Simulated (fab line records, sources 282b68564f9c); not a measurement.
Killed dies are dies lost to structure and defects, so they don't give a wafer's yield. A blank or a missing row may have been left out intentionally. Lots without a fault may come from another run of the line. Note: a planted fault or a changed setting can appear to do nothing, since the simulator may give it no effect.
A lot that was struck, set against a sound lot || flow rit_cmos || 44 out of 202 route steps
Sound: these wafers, L739.2, L739.3, L739.4. Wafers struck: L731.1, L731.3, L731.6. Last of all comes the cause.
Each step with rows lists, per side, the tool, then ch with its chambers, then its first start. Under that, the readings that differ: sound wafers || struck wafers || difference of the means || sigmas: that difference in standard deviations of wafers without a fault.
alike: words and numbers the same on both sides, and readings whose means are apart by under 2 such deviations; not compared: readings that were withheld, readings missing a value for some wafer, numbers with overlapping values and no deviation given by the record, and bounds like >300 which may hide the same value.
The two part at a step that has a row with sigmas, a row that says differs or no value, or rows on one side only. Numbers that have no deviation but don't overlap get no sigmas and don't part them. Lack of a reading on every wafer of one side parts them only where that side has two or more wafers.

first, 1 step without rows for these wafers: RIT_PRETRO_IMPLANT_08.
RIT_PRETRO_STRIP_09: strips in O2, time 180 s.
  sound on plasma_asher-03 ch 0,1, day 5 00:10; struck on plasma_asher-01 ch 0,1, day 3 10:05
  alike: drypump_motor_current_A
  not compared: rf_hours_counter_h
RIT_PRETRO_TW_MEAS_10:
  sound on film_metro-04 at day 5 00:21; struck on film_metro-01 at day 3 10:16
  alike: PRETRO_TW
then, 5 steps without rows for these wafers: RIT_GATE_WET_ETCH_00 (etches SiO2 in BOE, target depth 56 nm, time 60 s); RIT_GATE_CLEAN_01 (cleans in SC1, time 600 s); RIT_GATE_CLEAN_02 (cleans in dHF, time 30 s); RIT_GATE_CLEAN_03 (cleans in SC2, time 600 s); RIT_GATE_CLEAN_04 (cleans in dHF, time 60 s).
RIT_FOX2_THK_MEAS_91:
  sound on film_metro-03 at day 5 00:50; struck on film_metro-04 at day 3 10:44
  alike: FIELD_OXIDE_LEFT_2_THK
then, 2 steps without rows for these wafers: RIT_GATE_OXIDATION_05 (target thk 3 nm, ox time 270 s); RIT_GATE_ANNEAL_06 (time 600 s).
RIT_GATE_THK_MEAS_07:
  sound on film_metro-02 at day 5 02:13; struck on film_metro-02 at day 3 12:12
  alike: GATE_OXIDE_THK
RIT_GATE_CVD_08: deposits poly-Si from SiH4, target thk 250 nm, time 2220 s.
  sound on lpcvd-01 ch 1, day 5 03:42; struck on lpcvd-02 ch 0, day 3 12:16
{"reading": "model.poly-Si_of_GATE_CVD_08.thk_nm (nm)", "sound": "249.2 250.8 248.9", "struck": "159 158.6 156.9", "difference": -91, "sigmas": ""}
  alike: spike_tc_source_C
RIT_GATE_THK_MEAS_09:
  sound on film_metro-03 at day 5 06:08; struck on film_metro-04 at day 3 13:53
{"reading": "GATE_POLY_THK (nm)", "sound": "249.2 250.9 249.1", "struck": "158.9 158.7 157.0", "difference": -91.5, "sigmas": -40}
then, 6 steps without rows for these wafers: RIT_GATE_HMDS_10 (prime time 60 s); RIT_GATE_COAT_11 (resist thk 866.1 nm); RIT_GATE_SOFTBAKE_12 (time 60 s); RIT_GATE_EXPOSE_13 (exposes mask M6, target cd 150 nm); RIT_GATE_PEB_14; RIT_GATE_DEVELOP_15 (develop time 50 s).
RIT_GATE_CD_MEAS_16: the cd target is 150 nm.
  sound on cd_sem-02 at day 5 07:13; struck on cd_sem-02 at day 3 14:47
  alike: cd_nm
RIT_GATE_OVL_MEAS_17:
  sound on overlay-02 at day 5 07:19; struck on overlay-02 at day 3 14:55
  alike: GATE_OVL
then, 1 step without rows for these wafers: RIT_GATE_HARDBAKE_18 (time 60 s).
RIT_GATE_ETCH_19: etches poly-Si in SF6/CHF3/O2, stops on SiO2, time 165 s, target depth 312.5 nm.
  sound on rie_si-02 ch 0,1,2, day 5 07:30; struck on rie_si-01 ch 0,2, day 3 15:06
{"reading": "oes_product_au (a.u.)", "sound": "0.856 0.864 0.814", "struck": "0.611 0.647 0.619", "difference": -0.219, "sigmas": -14}
{"reading": "model.GATE.feature_depth_nm (nm)", "sound": "249.2 250.8 248.9", "struck": "159 158.6 156.9", "difference": -91, "sigmas": ""}
{"reading": "model.etch.depth_nm (nm)", "sound": "249.2 250.8 248.9", "struck": "159 158.6 156.9", "difference": -91, "sigmas": ""}
  alike: drypump_motor_current_A, rf_fwd_power_W, throttle_valve_pct
  not compared: rf_hours_counter_h
RIT_GATE_STRIP_20: strips in O2, time 180 s.
  sound on plasma_asher-01 ch 0,1, day 5 07:37; struck on plasma_asher-04 ch 0,1, day 3 15:12
  alike: drypump_motor_current_A
  not compared: rf_hours_counter_h
RIT_GATE_CD_MEAS_90: the cd target is 150 nm.
  sound on cd_sem-01 at day 5 07:49; struck on cd_sem-01 at day 3 15:23
  alike: cd_nm
then, 4 steps without rows for these wafers: RIT_REOX_CLEAN_00 (cleans in SC1, time 600 s); RIT_REOX_CLEAN_01 (cleans in dHF, time 30 s); RIT_REOX_CLEAN_02 (cleans in SC2, time 600 s); RIT_REOX_OXIDATION_03 (target thk 25.2 nm, ox time 5580 s).
RIT_REOX_THK_MEAS_04:
  sound on film_metro-03 at day 5 10:50; struck on film_metro-01 at day 3 19:22
  alike: REOX_OXIDE_THK
then, 6 steps without rows for these wafers: RIT_NLDD_HMDS_00 (prime time 60 s); RIT_NLDD_COAT_01 (resist thk 1000 nm); RIT_NLDD_SOFTBAKE_02 (time 60 s); RIT_NLDD_EXPOSE_03 (exposes mask M7, target cd 40700 nm); RIT_NLDD_PEB_04; RIT_NLDD_DEVELOP_05 (develop time 50 s).
RIT_NLDD_OVL_MEAS_06:
  sound on overlay-01 at day 5 11:58; struck on overlay-02 at day 3 20:24
  alike: NLDD_OVL
then, 2 steps without rows for these wafers: RIT_NLDD_HARDBAKE_07 (time 60 s); RIT_NLDD_IMPLANT_08.
RIT_NLDD_STRIP_09: strips in O2, time 180 s.
  sound on plasma_asher-03 ch 0,1, day 5 12:19; struck on plasma_asher-01 ch 0,1, day 3 20:44
  alike: drypump_motor_current_A
  not compared: rf_hours_counter_h
RIT_NLDD_TW_MEAS_10:
  sound on film_metro-02 at day 5 12:30; struck on film_metro-01 at day 3 20:55
  alike: NLDD_TW
RIT_SDANNEAL_CLEAN_02: cleans in SC2, time 600 s.
  sound on wet_bench-03 ch 1, day 5 19:44; struck on wet_bench-04 ch 1, day 4 04:17
{"reading": "model.poly-Si_of_GATE_CVD_08.thk_nm (nm)", "sound": "162.1 164.4 162", "struck": "72.39 72.52 69.93", "difference": -91.22, "sigmas": ""}
RIT_M1_PROBE_99:
  sound on prober-02 at day 6 03:47; struck on prober-02 at day 4 12:01
  alike: killed_at_contacts, killed_at_front_end, killed_dies, killed_open, killed_short

WHERE THEY PART
Earliest at RIT_GATE_THK_MEAS_09; latest, in this record, at RIT_GATE_ETCH_19. Later steps at which nothing parts them and some readings are alike: RIT_GATE_STRIP_20, RIT_GATE_CD_MEAS_90, RIT_REOX_THK_MEAS_04, RIT_NLDD_OVL_MEAS_06, RIT_NLDD_STRIP_09, RIT_NLDD_TW_MEAS_10, RIT_M1_PROBE_99.

WHY: what had been put in by the simulator
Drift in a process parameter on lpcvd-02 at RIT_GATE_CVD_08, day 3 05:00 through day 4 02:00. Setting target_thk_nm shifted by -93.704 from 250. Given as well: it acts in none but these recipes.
